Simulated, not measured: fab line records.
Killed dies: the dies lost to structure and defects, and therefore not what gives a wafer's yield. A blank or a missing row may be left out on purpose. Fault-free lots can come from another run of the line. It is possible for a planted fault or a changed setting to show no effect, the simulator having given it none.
Check for tools in common / flow rit_cmos / Lots sampled 14, wafers sampled 42

REASON IT WAS OPENED
Of 14 lots, 2 have the reading NRETRO_TW flagged at RIT_NRETRO_TW_MEAS_10. Wafers without a fault read 1046, standard deviation 6.6.
Rule: a lot gets a flag if all its wafers with a number sit over 4 standard deviations from that mean, or if no wafer of it has a number. The other lots count as sound.

lot=L447; measured=day 2 09:08; on=film_metro-04; NRETRO_TW, wafer by wafer=1049 1051 1049; flag=
lot=L448; measured=day 2 11:13; on=film_metro-02; NRETRO_TW, wafer by wafer=1044 1047 1043; flag=
lot=L449; measured=day 2 16:58; on=film_metro-03; NRETRO_TW, wafer by wafer=1040 1048 1044; flag=
lot=L450; measured=day 2 22:28; on=film_metro-03; NRETRO_TW, wafer by wafer=1043 1050 1042; flag=
lot=L451; measured=day 3 04:42; on=film_metro-04; NRETRO_TW, wafer by wafer=1044 1038 1043; flag=
lot=L452; measured=day 3 10:44; on=film_metro-02; NRETRO_TW, wafer by wafer=969 968 963; flag=FLAGGED
lot=L454; measured=day 3 18:41; on=film_metro-02; NRETRO_TW, wafer by wafer=1051 1043 1043; flag=
lot=L456; measured=day 4 07:58; on=film_metro-02; NRETRO_TW, wafer by wafer=968 965 965; flag=FLAGGED
lot=L461; measured=day 5 04:06; on=film_metro-04; NRETRO_TW, wafer by wafer=1046 1042 1042; flag=
lot=L465; measured=day 6 08:52; on=film_metro-02; NRETRO_TW, wafer by wafer=1041 1037 1034; flag=
lot=L467; measured=day 6 14:48; on=film_metro-04; NRETRO_TW, wafer by wafer=1054 1054 1053; flag=
lot=L468; measured=day 6 17:00; on=film_metro-03; NRETRO_TW, wafer by wafer=1057 1053 1058; flag=
lot=L469; measured=day 6 21:27; on=film_metro-03; NRETRO_TW, wafer by wafer=1053 1052 1059; flag=
lot=L470; measured=day 7 04:02; on=film_metro-03; NRETRO_TW, wafer by wafer=1050 1054 1055; flag=
Average over the flagged lots: 966; offset from the usual -80, equal to -12 standard deviations.

TOOL THAT RAN EACH LOT
The record keeps 1 process step preceding the reading, out of 202 steps on the route. Each cell gives the tool, then ch followed by the chambers the sampled wafers passed through, then the start.
lot=L447; flag=; RIT_NRETRO_IMPLANT_08=implanter-04 ch 0, day 2 08:49
lot=L448; flag=; RIT_NRETRO_IMPLANT_08=implanter-04 ch 0, day 2 10:55
lot=L449; flag=; RIT_NRETRO_IMPLANT_08=implanter-04 ch 0, day 2 16:40
lot=L450; flag=; RIT_NRETRO_IMPLANT_08=implanter-04 ch 0, day 2 22:10
lot=L451; flag=; RIT_NRETRO_IMPLANT_08=implanter-03 ch 0, day 3 04:22
lot=L452; flag=FLAGGED; RIT_NRETRO_IMPLANT_08=implanter-04 ch 0, day 3 10:27
lot=L454; flag=; RIT_NRETRO_IMPLANT_08=implanter-03 ch 0, day 3 18:23
lot=L456; flag=FLAGGED; RIT_NRETRO_IMPLANT_08=implanter-04 ch 0, day 4 07:39
lot=L461; flag=; RIT_NRETRO_IMPLANT_08=implanter-03 ch 0, day 5 03:47
lot=L465; flag=; RIT_NRETRO_IMPLANT_08=implanter-01 ch 0, day 6 08:32
lot=L467; flag=; RIT_NRETRO_IMPLANT_08=implanter-01 ch 0, day 6 14:31
lot=L468; flag=; RIT_NRETRO_IMPLANT_08=implanter-04 ch 0, day 6 16:40
lot=L469; flag=; RIT_NRETRO_IMPLANT_08=implanter-01 ch 0, day 6 21:09
lot=L470; flag=; RIT_NRETRO_IMPLANT_08=implanter-03 ch 0, day 7 03:45
What the steps here do:
- RIT_NRETRO_IMPLANT_08
- RIT_NRETRO_TW_MEAS_10

FLAGGED OVER TOTAL, TOOL BY TOOL (the gauges that took the reading come last)
step=RIT_NRETRO_IMPLANT_08; tool=implanter-01; lots run=3; flagged=0; share of the flagged lots=none; sound lots run after its first flagged lot=-
step=RIT_NRETRO_IMPLANT_08; tool=implanter-03; lots run=4; flagged=0; share of the flagged lots=none; sound lots run after its first flagged lot=-
step=RIT_NRETRO_IMPLANT_08; tool=implanter-04; lots run=7; flagged=2; share of the flagged lots=all; sound lots run after its first flagged lot=1 (L468)
step=RIT_NRETRO_TW_MEAS_10; tool=film_metro-02; lots run=5; flagged=2; share of the flagged lots=all; sound lots run after its first flagged lot=2 (L454,L465)
step=RIT_NRETRO_TW_MEAS_10; tool=film_metro-03; lots run=5; flagged=0; share of the flagged lots=none; sound lots run after its first flagged lot=-
step=RIT_NRETRO_TW_MEAS_10; tool=film_metro-04; lots run=4; flagged=0; share of the flagged lots=none; sound lots run after its first flagged lot=-

WHAT THE TABLE PERMITS
Every flagged lot went through 2 rows of the table: implanter-04 at RIT_NRETRO_IMPLANT_08 and film_metro-02 at RIT_NRETRO_TW_MEAS_10.
- implanter-04 at RIT_NRETRO_IMPLANT_08 ran 7 lots, 2 of them flagged. Sound lots followed the first flagged one (L468) on it, something a lasting fault affecting the whole tool could not allow. Its own readings (dose_ions_cm2, faraday_current_uA) fall more than 4 standard deviations out on all wafers of the flagged lots.
- film_metro-02 at RIT_NRETRO_TW_MEAS_10 ran 5 lots, 2 of them flagged. Sound lots followed the first flagged one (L454, L465) on it, something a lasting fault affecting the whole tool could not allow.
Not one row of the table ran every flagged lot while running no sound lot after the first.

WHAT THE SIMULATOR HAD INSERTED
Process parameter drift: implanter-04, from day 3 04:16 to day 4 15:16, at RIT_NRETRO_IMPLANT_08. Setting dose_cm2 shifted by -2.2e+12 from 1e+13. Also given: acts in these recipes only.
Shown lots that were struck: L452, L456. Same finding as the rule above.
